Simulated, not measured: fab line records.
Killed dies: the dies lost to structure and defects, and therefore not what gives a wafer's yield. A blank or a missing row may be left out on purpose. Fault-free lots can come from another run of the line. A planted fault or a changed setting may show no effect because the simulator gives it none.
Which tool did it? | flow rit-cmos | Sampling: 15 lots, 45 wafers, 6 of 202 route steps

## WHAT THE GAUGES SHOWED, per wafer
RIT_ACTIVE_THK_MEAS_04. Usual: for ACTIVE_NITRIDE_THK the level is 149.7 nm and the standard deviation is 1.4.
lot  | measured    | on            | ACTIVE_NITRIDE_THK (nm) | flag
L288 | day 1 15:32 | film-metro-01 | 151.0 151.6 151.7       |
L290 | day 1 23:32 | film-metro-02 | 149.1 149.9 148.5       |
L291 | day 2 04:32 | film-metro-04 | 149.7 149.5 149.8       |
L292 | day 2 09:32 | film-metro-01 | 148.0 149.4 149.3       |
L293 | day 2 15:43 | film-metro-02 | 152.3 150.3 151.3       |
L294 | day 2 19:32 | film-metro-01 | 149.7 149.0 151.2       |
L296 | day 3 06:02 | film-metro-04 | 250.9 250.3 250.2       | OFF
L297 | day 3 11:00 | film-metro-04 | 253.8 252.5 254.5       | OFF
L298 | day 3 15:56 | film-metro-02 | 251.8 249.9 250.1       | OFF
L303 | day 4 16:32 | film-metro-04 | 150.8 151.0 151.3       |
L305 | day 5 02:32 | film-metro-01 | 147.3 148.0 149.2       |
L307 | day 5 12:32 | film-metro-02 | 149.7 149.4 150.5       |
L309 | day 5 23:58 | film-metro-02 | 149.7 150.0 149.8       |
L310 | day 6 04:04 | film-metro-01 | 151.3 151.0 150.3       |
L311 | day 6 09:19 | film-metro-04 | 149.0 150.2 149.6       |

RIT_NSD_OVL_MEAS_06. Usual: for NSD_OVL the level is 1.1 nm and the standard deviation is 1.4.
lot  | measured    | on         | NSD_OVL (nm)   | flag
L288 | day 3 01:35 | overlay-01 | -0.3 0.3 0.0   |
L290 | day 3 09:01 | overlay-01 | 2.6 3.3 3.3    |
L291 | day 3 13:58 | overlay-01 | 0.3 1.0 0.6    |
L292 | day 3 20:38 | overlay-01 | 2.0 1.6 0.1    |
L293 | day 4 01:54 | overlay-01 | 1.0 -0.4 2.3   |
L294 | day 4 05:01 | overlay-02 | 1.4 2.6 2.0    |
L303 | day 6 03:02 | overlay-01 | -1.7 -2.0 -1.2 |
L305 | day 6 14:34 | overlay-01 | 2.3 0.3 -0.4   |
L307 | day 7 03:17 | overlay-02 | 1.0 -0.2 -1.3  |
L309 | day 7 12:35 | overlay-02 | 0.1 -0.8 -0.7  |
L310 | day 7 14:47 | overlay-01 | 3.1 4.8 2.9    |
L311 | day 7 19:00 | overlay-02 | 1.3 2.4 1.0    |

RIT_PSD_OVL_MEAS_06. Usual: for PSD_OVL the level is 0.1 nm and the standard deviation is 1.3.
lot  | measured    | on         | PSD_OVL (nm)   | flag
L288 | day 3 03:11 | overlay-01 | -1.7 -2.2 -1.9 |
L290 | day 3 10:31 | overlay-01 | -0.1 -0.4 -1.3 |
L291 | day 3 15:23 | overlay-02 | 0.2 0.1 -0.5   |
L292 | day 3 22:03 | overlay-01 | 1.0 0.8 -0.6   |
L293 | day 4 03:19 | overlay-01 | -1.5 -1.6 -2.7 |
L294 | day 4 06:33 | overlay-02 | 2.2 -1.1 0.7   |
L303 | day 6 04:27 | overlay-02 | 2.6 1.3 2.0    |
L305 | day 6 16:10 | overlay-02 | 0.6 -0.6 -1.2  |
L307 | day 7 04:43 | overlay-02 | 1.0 1.7 0.6    |
L309 | day 7 14:01 | overlay-02 | 1.8 1.1 -0.2   |
L310 | day 7 16:13 | overlay-01 | 0.9 2.5 0.8    |
L311 | day 7 20:34 | overlay-01 | -0.7 -2.2 -2.3 |

## EACH LOT AND THE TOOL THAT RAN IT (in order: tool; ch and the chambers of the sampled wafers; start)
lot  | RIT_ACTIVE_CVD_03          | RIT_ACTIVE_ETCH_13                | RIT_ACTIVE_STRIP_14
L288 | lpcvd-02 ch 0, day 1 14:07 | rie-diel-01 ch 1,2,3, day 1 16:50 | plasma-asher-04 ch 0,1, day 1 16:58
L290 | lpcvd-01 ch 1, day 1 22:07 | rie-diel-03 ch 1,3, day 2 00:43   | plasma-asher-03 ch 0,1, day 2 00:50
L291 | lpcvd-01 ch 1, day 2 03:07 | rie-diel-04 ch 0,1,2, day 2 05:50 | plasma-asher-03 ch 0,1, day 2 05:58
L292 | lpcvd-01 ch 0, day 2 08:07 | rie-diel-01 ch 1,2, day 2 10:49   | plasma-asher-04 ch 0,1, day 2 10:58
L293 | lpcvd-01 ch 0, day 2 13:35 | rie-diel-03 ch 0,1, day 2 16:53   | plasma-asher-01 ch 0,1, day 2 17:02
L294 | lpcvd-02 ch 1, day 2 18:07 | rie-diel-01 ch 0,1,2, day 2 20:50 | plasma-asher-01 ch 0,1, day 2 20:58
L296 | lpcvd-01 ch 1, day 3 04:38 | rie-diel-03 ch 0,1,3, day 3 07:21 | plasma-asher-01 ch 0,1, day 3 07:29
L297 | lpcvd-01 ch 1, day 3 09:35 | rie-diel-01 ch 2,3, day 3 12:10   | plasma-asher-03 ch 0,1, day 3 12:19
L298 | lpcvd-01 ch 0, day 3 14:32 | rie-diel-01 ch 0,2,3, day 3 17:07 | plasma-asher-03 ch 0,1, day 3 17:16
L303 | lpcvd-02 ch 1, day 4 15:07 | rie-diel-03 ch 0,2,3, day 4 17:43 | plasma-asher-01 ch 0,1, day 4 17:50
L305 | lpcvd-02 ch 1, day 5 01:07 | rie-diel-01 ch 0,2,3, day 5 03:50 | plasma-asher-04 ch 0,1, day 5 03:58
L307 | lpcvd-02 ch 1, day 5 11:07 | rie-diel-04 ch 2,3, day 5 13:43   | plasma-asher-01 ch 0, day 5 13:50
L309 | lpcvd-02 ch 0, day 5 22:32 | rie-diel-04 ch 1,2,3, day 6 01:08 | plasma-asher-04 ch 0,1, day 6 01:16
L310 | lpcvd-01 ch 0, day 6 02:38 | rie-diel-03 ch 1,2, day 6 05:22   | plasma-asher-04 ch 0,1, day 6 05:33
L311 | lpcvd-02 ch 0, day 6 07:12 | rie-diel-01 ch 0,3, day 6 10:37   | plasma-asher-04 ch 0,1, day 6 10:44
- RIT_ACTIVE_CVD_03: deposits Si3N4 from SiH2Cl2/NH3, target thk 150 nm, time 1500 s.
- RIT_ACTIVE_ETCH_13: etches Si3N4 in SF6, stops on SiO2, time 210 s, target depth 210 nm.
- RIT_ACTIVE_STRIP_14: strips in O2, time 180 s.

## AS READ BY THE TOOLS THEMSELVES (means over the sampled wafers that have a number; for cases with no such wafer, the mark the record gives instead)
RIT_ACTIVE_CVD_03. Usual: spike-tc-centre-C 813.1 C, standard deviation 0.99; spike-tc-load-C 834.2 C, standard deviation 1.7; spike-tc-source-C 832.1 C, standard deviation 2.7; susceptor-temp-C 810.0 C, standard deviation 0.39.
lot  | tool     | spike-tc-centre-C (C) | spike-tc-load-C (C) | spike-tc-source-C (C) | susceptor-temp-C (C) | flag
L288 | lpcvd-02 | 813.5                 | 832.7               | 827.1                 | 809.6                |
L290 | lpcvd-01 | 812.7                 | 833.7               | 833.4                 | 810.2                |
L291 | lpcvd-01 | 812.8                 | 834.0               | 834.5                 | 809.4                |
L292 | lpcvd-01 | 812.7                 | 836.0               | 833.4                 | 809.7                |
L293 | lpcvd-01 | 813.5                 | 835.4               | 834.4                 | 810.1                |
L294 | lpcvd-02 | 813.4                 | 835.5               | 831.9                 | 810.3                |
L296 | lpcvd-01 | 879.6                 | 899.8               | 901.9                 | 876.8                | OFF
L297 | lpcvd-01 | 878.5                 | 901.2               | 900.4                 | 876.5                | OFF
L298 | lpcvd-01 | 879.8                 | 902.2               | 900.4                 | 876.7                | OFF
L303 | lpcvd-02 | 811.8                 | 835.0               | 831.4                 | 809.8                |
L305 | lpcvd-02 | 811.6                 | 835.6               | 830.9                 | 810.1                |
L307 | lpcvd-02 | 812.7                 | 835.3               | 830.7                 | 809.6                |
L309 | lpcvd-02 | 813.1                 | 832.3               | 826.5                 | 809.9                |
L310 | lpcvd-01 | 813.4                 | 835.5               | 834.2                 | 809.5                |
L311 | lpcvd-02 | 812.7                 | 832.3               | 828.2                 | 809.9                |

RIT_ACTIVE_ETCH_13. Usual: drypump-motor-current-A 5.9 A, standard deviation 0.38; oes-product-au 0.831 a.u., standard deviation 0.017; throttle-valve-pct 7.51 %, standard deviation 0.14.
lot  | tool        | drypump-motor-current-A (A) | oes-product-au (a.u.) | throttle-valve-pct (%) | flag
L288 | rie-diel-01 | 5.8                         | 0.831                 | 7.39                   |
L290 | rie-diel-03 | 5.4                         | 0.823                 | 7.50                   |
L291 | rie-diel-04 | 6.1                         | 0.832                 | 7.46                   |
L292 | rie-diel-01 | 5.6                         | 0.824                 | 7.45                   |
L293 | rie-diel-03 | 5.4                         | 0.854                 | 7.52                   |
L294 | rie-diel-01 | 5.9                         | 0.818                 | 7.52                   |
L296 | rie-diel-03 | 5.5                         | 1.010                 | 7.51                   | OFF
L297 | rie-diel-01 | 5.9                         | 0.995                 | 7.38                   | OFF
L298 | rie-diel-01 | 6.1                         | 0.975                 | 7.52                   | OFF
L303 | rie-diel-03 | 5.8                         | 0.830                 | 7.54                   |
L305 | rie-diel-01 | 6.1                         | 0.822                 | 7.52                   |
L307 | rie-diel-04 | 5.7                         | 0.843                 | 7.47                   |
L309 | rie-diel-04 | 5.8                         | 0.840                 | 7.52                   |
L310 | rie-diel-03 | 5.8                         | 0.825                 | 7.58                   |
L311 | rie-diel-01 | 6.4                         | 0.820                 | 7.61                   |

RIT_ACTIVE_STRIP_14. Usual: drypump-motor-current-A at 5.5 A, with a standard deviation of 0.5.
lot  | tool            | drypump-motor-current-A (A) | flag
L288 | plasma-asher-04 | 5.7                         |
L290 | plasma-asher-03 | 5.3                         |
L291 | plasma-asher-03 | 5.3                         |
L292 | plasma-asher-04 | 5.3                         |
L293 | plasma-asher-01 | 5.6                         |
L294 | plasma-asher-01 | 5.4                         |
L296 | plasma-asher-01 | 5.7                         |
L297 | plasma-asher-03 | 5.3                         |
L298 | plasma-asher-03 | 5.3                         |
L303 | plasma-asher-01 | 5.6                         |
L305 | plasma-asher-04 | 5.3                         |
L307 | plasma-asher-01 | 5.1                         |
L309 | plasma-asher-04 | 5.3                         |
L310 | plasma-asher-04 | 5.7                         |
L311 | plasma-asher-04 | 5.7                         |

## THE ANSWER, worked out from the rows above alone
Rule: a lot counts as off when the mean over its wafers that have a number is more than 3 standard deviations away from the usual mean. A lot without any number at a reading at which 4 lots or more have one is off too. The other lots that the step has rows for count as sound. After the gauges, taken in route order, come the tools' own readings; for these a lot's mean is taken, as printed above. The first step at which some lot is off is used, and at that step the reading that is off furthest; a lot without a number counts as furthest.
Off: at RIT_ACTIVE_THK_MEAS_04 (ACTIVE_NITRIDE_THK), L296, L297, L298.
A tool fits if, at a process step before that reading, it ran every lot that is off, and no sound lot after the first of them. Not tried: the gauges at RIT_ACTIVE_THK_MEAS_04; whatever is off there is also off at RIT_ACTIVE_CVD_03, on other tools, and gauge error can't account for it. No candidate that was tried fits.

## WHAT WAS PUT IN BY THE SIMULATOR
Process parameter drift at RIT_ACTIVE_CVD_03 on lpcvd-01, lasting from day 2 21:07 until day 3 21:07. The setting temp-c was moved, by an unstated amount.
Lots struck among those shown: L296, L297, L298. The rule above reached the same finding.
